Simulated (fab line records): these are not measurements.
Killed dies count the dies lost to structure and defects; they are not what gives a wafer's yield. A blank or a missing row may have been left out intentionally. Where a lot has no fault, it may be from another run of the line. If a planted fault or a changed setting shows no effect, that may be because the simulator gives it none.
One fault through the eyes of 2 desks -- flow ritCmos -- each desk holds nothing but its own numbers, with what lay behind them at the end

## AT THE METROLOGY DESK
What the gauges read, lot by lot, whatever tool the lot ran on: means of the sampled wafers that have a number. Any lot whose mean is over 4 standard deviations away from the usual mean is out of limits and marked OUT; that distance is given in the brackets.
Columns: A = M1_AL_RS at RIT_M1_RS_MEAS_01, usual 0.0737 ohm/sq; B = M1_AL_THK at RIT_M1_THK_MEAS_02, usual 399 nm
lot,first seen here,A,B
L626,day 3 08:13,0.0732,404
L627,day 3 10:17,0.0735,400
L628,day 3 14:25,0.0740,400
L630,day 4 00:32,0.0736,399
L631,day 4 08:08,0.0737,403
L632,day 4 11:23,0.0741,395
L633,day 4 17:23,0.0734,404
L635,day 5 01:39,0.0750,396
L636,day 5 07:36,0.0726,399
L637,day 5 18:08,0.0734,401
L638,day 5 20:41,0.0739,400
L642,day 6 14:15,0.0673 (-6.9) OUT,439 (+7.8) OUT
L643,day 6 19:17,0.0741,397
Per this desk, out of limits: L642; the first was L642, day 6 14:15 (M1_AL_RS at RIT_M1_RS_MEAS_01). Within limits: L626, L627, L628, L630, L631, L632, L633, L635, L636, L637, L638, L643.

## AT THE TOOL OWNER'S DESK: pvdSputter-03
The tool's own readings at RIT_M1_SPUTTER_00 (material Al, target thk 400 nm, time 500 s): means of the sampled wafers that have a number, for each lot that ran on this tool. Any lot whose mean is over 4 standard deviations away from the usual mean is out of limits and marked OUT; that distance is given in the brackets.
Columns: A = substrateTempC at RIT_M1_SPUTTER_00, usual 24.99 C; B = throttleValvePct at RIT_M1_SPUTTER_00, usual 30.3 %
lot,first seen here,A,B
L626,day 3 07:53,24.96,30.9
L628,day 3 14:04,24.93,31.0
L630,day 4 00:13,24.99,31.2
L632,day 4 11:04,25.06,30.1
L636,day 5 07:17,24.96,31.6
L637,day 5 17:50,25.04,31.9
L642,day 6 13:56,25.08,30.3
This desk's finding: nothing out of limits on any of the 7 lots.

## ALL TOGETHER
The metrology desk could have raised an alarm at day 6 14:15, on L642.
The tool owner's desk saw nothing out of limits.
Tool owner's desk: L642 on record, inside its limits.
RIT_M1_SPUTTER_00 was run on pvdSputter-03 by each of the lots named.

## WHAT THE SIMULATOR HAD INSERTED
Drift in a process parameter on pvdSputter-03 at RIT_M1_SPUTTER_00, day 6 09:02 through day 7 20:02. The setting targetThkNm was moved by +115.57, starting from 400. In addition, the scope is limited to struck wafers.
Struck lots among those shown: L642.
Hours from the fault's start to each desk's first reading out of limits: the metrology desk, 5.
